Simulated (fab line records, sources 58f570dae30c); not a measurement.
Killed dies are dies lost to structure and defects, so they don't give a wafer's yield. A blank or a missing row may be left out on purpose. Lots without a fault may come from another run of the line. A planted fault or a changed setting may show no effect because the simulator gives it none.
Which tool did it? | flow berkeley_cmos170 | 14 lots, 42 wafers sampled, at 4 steps of a route of 331

WHAT THE GAUGES READ, wafer by wafer
UCB170_PWELL_THK_MEAS_06. Usual: PWELL_NITRIDE_THK 220.6 nm, standard deviation 2.1.
lot  | measured    | on            | PWELL_NITRIDE_THK (nm) | flag
L300 | day 3 22:04 | film_metro-01 | 222.6 223.2 223.7      |
L301 | day 4 02:27 | film_metro-04 | 221.5 221.0 222.8      |
L303 | day 4 14:50 | film_metro-04 | 221.7 220.3 222.7      |
L304 | day 4 20:11 | film_metro-03 | 216.1 215.9 216.5      |
L305 | day 5 04:12 | film_metro-04 | 222.5 221.4 222.3      |
L307 | day 5 04:16 | film_metro-01 | 222.3 220.2 221.1      |
L308 | day 5 20:47 | film_metro-03 | 222.5 223.4 222.2      |
L311 | day 6 02:26 | film_metro-03 | 225.0 224.2 222.8      |
L313 | day 6 09:26 | film_metro-04 | 221.1 221.2 222.5      |
L314 | day 6 19:22 | film_metro-01 | 220.0 218.7 221.7      |
L315 | day 6 23:54 | film_metro-03 | 219.5 218.9 219.4      |
L316 | day 6 23:55 | film_metro-04 | 216.7 215.6 217.2      |
L317 | day 7 10:00 | film_metro-04 | 221.9 220.7 220.8      |
L319 | day 8 02:10 | film_metro-01 | 220.4 219.9 220.7      |

UCB170_PSD_OVL_MEAS_07. Usual: PSD_OVL -4 nm, standard deviation 5.4.
lot  | measured     | on         | PSD_OVL (nm) | flag
L300 | day 8 00:22  | overlay-02 | -11 -4 -11   |
L301 | day 8 07:53  | overlay-01 | -3 4 -6      |
L303 | day 8 20:36  | overlay-01 | -2 -11 -8    |
L304 | day 8 20:52  | overlay-01 | 2 -6 -5      |
L305 | day 9 17:46  | overlay-01 | 0 7 13       |
L307 | day 9 17:56  | overlay-02 | 7 -4 2       |
L308 | day 10 10:26 | overlay-01 | -8 -3 -9     |
L311 | day 10 10:41 | overlay-02 | -9 -15 -10   |
L313 | day 10 15:34 | overlay-01 | -3 -2 3      |
L314 | day 11 01:06 | overlay-02 | -3 -10 -1    |
L315 | day 11 01:16 | overlay-02 | -3 -1 2      |
L316 | day 11 01:18 | overlay-01 | 1 0 -3       |
L317 | day 11 14:23 | overlay-01 | 5 1 3        |
L319 | day 12 05:55 | overlay-02 | -9 1 -5      |

WHICH TOOL RAN EACH LOT (tool, then ch and the chambers of the sampled wafers, then the start)
lot  | UCB170_ZERO_ETCH_06               | UCB170_GATE_ETCH_14
L300 | rie_diel-01 ch 0,1,3, day 2 14:50 | rie_diel-01 ch 1,2,3, day 7 11:36
L301 | rie_diel-01 ch 0,1,2, day 2 19:25 | rie_diel-02 ch 0,2,3, day 7 19:08
L303 | rie_diel-02 ch 1,3, day 3 03:17   | rie_diel-01 ch 1,3, day 8 07:44
L304 | rie_diel-03 ch 1,3, day 3 07:02   | rie_diel-03 ch 0,1,2, day 8 07:44
L305 | rie_diel-02 ch 1,2, day 3 12:48   | rie_diel-03 ch 0,3, day 9 00:40
L307 | rie_diel-01 ch 0,1,3, day 3 22:43 | rie_diel-02 ch 0,2,3, day 9 00:44
L308 | rie_diel-03 ch 0,3, day 4 08:55   | rie_diel-01 ch 0,3, day 9 23:16
L311 | rie_diel-02 ch 0,1,2, day 4 22:53 | rie_diel-03 ch 0,1,3, day 9 22:59
L313 | rie_diel-02 ch 0,1,2, day 5 03:20 | rie_diel-03 ch 0,1,2, day 10 04:10
L314 | rie_diel-03 ch 0,1,2, day 5 10:20 | rie_diel-01 ch 0,2,3, day 10 14:51
L315 | rie_diel-01 ch 0,1, day 5 17:46   | rie_diel-01 ch 0,1,2, day 10 14:21
L316 | rie_diel-02 ch 1,2,3, day 5 18:07 | rie_diel-02 ch 0,1,3, day 10 14:38
L317 | rie_diel-02 ch 0,1,3, day 6 00:40 | rie_diel-03 ch 0,1, day 11 01:51
L319 | rie_diel-02 ch 1,2, day 6 13:38   | rie_diel-02 ch 0,1, day 11 19:40
- UCB170_ZERO_ETCH_06: etches SiO2 in CHF3/CF4/Ar, time 12 s.
- UCB170_GATE_ETCH_14: etches BARC in N2/H2.

WHAT THE TOOLS THEMSELVES READ (means of the sampled wafers that have a number; where no wafer has one, the mark that the record gives instead)
UCB170_ZERO_ETCH_06. Usual: drypump_motor_current_A 5.8 A, standard deviation 0.38; oes_product_au 0.617 a.u., standard deviation 0.01; rf_fwd_power_W 490.2 W, standard deviation 2.4; throttle_valve_pct 9.20 %, standard deviation 0.14.
lot  | tool        | drypump_motor_current_A (A) | oes_product_au (a.u.) | rf_fwd_power_W (W) | throttle_valve_pct (%) | flag
L300 | rie_diel-01 | 5.6                         | 0.616                 | 489.6              | 9.31                   |
L301 | rie_diel-01 | 6.2                         | 0.621                 | 490.0              | 9.26                   |
L303 | rie_diel-02 | 5.5                         | 0.609                 | 488.3              | 8.99                   |
L304 | rie_diel-03 | 6.0                         | 0.623                 | 490.1              | 9.17                   |
L305 | rie_diel-02 | 5.7                         | 0.612                 | 488.0              | 9.20                   |
L307 | rie_diel-01 | 5.7                         | 0.613                 | 490.2              | 9.32                   |
L308 | rie_diel-03 | 5.9                         | 0.627                 | 493.5              | 9.13                   |
L311 | rie_diel-02 | 5.9                         | 0.618                 | 488.8              | 9.24                   |
L313 | rie_diel-02 | 5.9                         | 0.617                 | 489.0              | 9.24                   |
L314 | rie_diel-03 | 5.9                         | 0.625                 | 492.7              | 9.23                   |
L315 | rie_diel-01 | 6.2                         | 0.618                 | 491.0              | 9.26                   |
L316 | rie_diel-02 | 5.6                         | 0.610                 | 489.2              | 9.10                   |
L317 | rie_diel-02 | 5.8                         | 0.619                 | 489.1              | 9.13                   |
L319 | rie_diel-02 | 5.8                         | 0.609                 | 490.7              | 9.20                   |

UCB170_GATE_ETCH_14. Usual: drypump_motor_current_A 5.8 A, standard deviation 0.47; h2_flow_sccm 200.0 sccm, standard deviation 0.6; oes_product_au 0.994 a.u., standard deviation 0.019; rf_fwd_power_W 493.9 W, standard deviation 2.3; throttle_valve_pct 13.26 %, standard deviation 0.2.
lot  | tool        | drypump_motor_current_A (A) | h2_flow_sccm (sccm) | oes_product_au (a.u.) | rf_fwd_power_W (W) | throttle_valve_pct (%) | flag
L300 | rie_diel-01 | 5.6                         | 200.0               | 0.997                 | 492.4              | 13.38                  |
L301 | rie_diel-02 | 5.7                         | 200.4               | 0.986                 | 492.8              | 13.25                  |
L303 | rie_diel-01 | 5.1                         | 199.9               | 1.000                 | 492.2              | 13.47                  |
L304 | rie_diel-03 | 5.9                         | 199.9               | 1.015                 | 493.5              | 13.24                  |
L305 | rie_diel-03 | 6.0                         | 200.3               | 0.996                 | 495.1              | 13.12                  |
L307 | rie_diel-02 | 5.7                         | 199.9               | 0.984                 | 494.3              | 13.24                  |
L308 | rie_diel-01 | 5.9                         | 199.8               | 0.994                 | 496.2              | 13.43                  |
L311 | rie_diel-03 | 6.1                         | 199.9               | 1.004                 | 493.5              | 13.19                  |
L313 | rie_diel-03 | 5.9                         | 199.2               | 1.021                 | 494.9              | 13.25                  |
L314 | rie_diel-01 | 5.9                         | 199.5               | 1.185                 | 492.8              | 13.45                  | OFF
L315 | rie_diel-01 | 6.3                         | 199.7               | 1.167                 | 494.1              | 13.28                  | OFF
L316 | rie_diel-02 | 5.8                         | 200.2               | 0.991                 | 492.8              | 13.16                  |
L317 | rie_diel-03 | 6.1                         | 199.8               | 1.009                 | 492.4              | 13.22                  |
L319 | rie_diel-02 | 5.9                         | 200.7               | 1.004                 | 494.8              | 13.19                  |

THE ANSWER, worked out from the rows above alone
Rule: a lot is off if the mean of its wafers that have a number lies more than 3 standard deviations from the usual mean. A lot without any number at a reading at which 4 lots or more have one is off too. The other lots that the step has rows for count as sound. The gauges are gone through in route order, then the tools' own readings, and for those a lot's mean is taken as printed above. The first step at which some lot is off is used, and at that step the reading that is off furthest; a lot without a number counts as furthest.
Off: L314, L315, at UCB170_GATE_ETCH_14 (oes_product_au).
A tool fits if, at that step or a process step before it, it ran every lot that is off, and no sound lot after the first of them. One fits: rie_diel-01 at UCB170_GATE_ETCH_14. Its last sound lot is L308 (day 9 23:16), its first lot that is off L315 (day 10 14:21): a fault that began between those two fits.
The tool's own readings at UCB170_GATE_ETCH_14 bear it out: on the lots that are off they differ by more than 5 times the standard deviation of the sound lots' means. oes_product_au reads 1.176 a.u. there against 1.000 a.u. on the sound lots.

WHAT THE SIMULATOR HAD PUT IN
Process parameter drift: rie_diel-01, from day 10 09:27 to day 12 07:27, at UCB170_GATE_ETCH_14. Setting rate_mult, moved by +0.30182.
Lots struck among those shown: L314, L315. The rule above found the same.
